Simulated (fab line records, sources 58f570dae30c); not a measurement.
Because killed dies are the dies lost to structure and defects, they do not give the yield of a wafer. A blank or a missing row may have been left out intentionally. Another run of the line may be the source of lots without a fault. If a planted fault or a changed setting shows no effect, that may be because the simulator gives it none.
Chamber matching	flow berkeleyCmos170	UCB170_V2_CMP_02 on cmp-01: 4 sister chambers
The step polishes SiO2. 4 wafers are shown with their chamber, then 7 later ones without.

== EACH WAFER AND ITS CHAMBER ==
wafer	chamber	motorCurrentA (A)
L732.6	3	18.8
L743.5	0	18.4
L745.2	2	15.8
L745.3	1	15.6

== WAFERS MISSING THEIR CHAMBER ==
wafer	motorCurrentA (A)
L745.6	17.6
L746.1	17.7
L746.2	18.7
L746.3	15.7
L747.3	16.2
L747.5	15.9
L747.6	16.3

== THE CHAMBER EACH PASSED THROUGH ==
wafer	from the rows above	in truth
L745.6	can't be placed: 0 or 3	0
L746.1	can't be placed: 0 or 3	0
L746.2	can't be placed: 3 or 0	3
L746.3	can't be placed: 1 or 2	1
L747.3	can't be placed: 2 or 1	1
L747.5	can't be placed: 2 or 1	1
L747.6	can't be placed: 2 or 1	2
Placed correctly: 0 of 7. These rows do not allow placing 7 (true chamber among the candidates in 7). Placed wrongly: 0.
How it was worked out, from the rows above alone: a wafer's distance from a chamber is the root of the sum, over the readings, of the square of ((its reading less the chamber's mean) divided by the reading's scatter). If the next closest chamber is less than 2 further off than the closest, the wafer can't be placed; otherwise it belongs to the closest. Each chamber's mean is taken over the wafers shown for it. The scatter: with one shown wafer a chamber, the root of the mean of the squares of how far each hidden wafer lies from its nearest shown one.
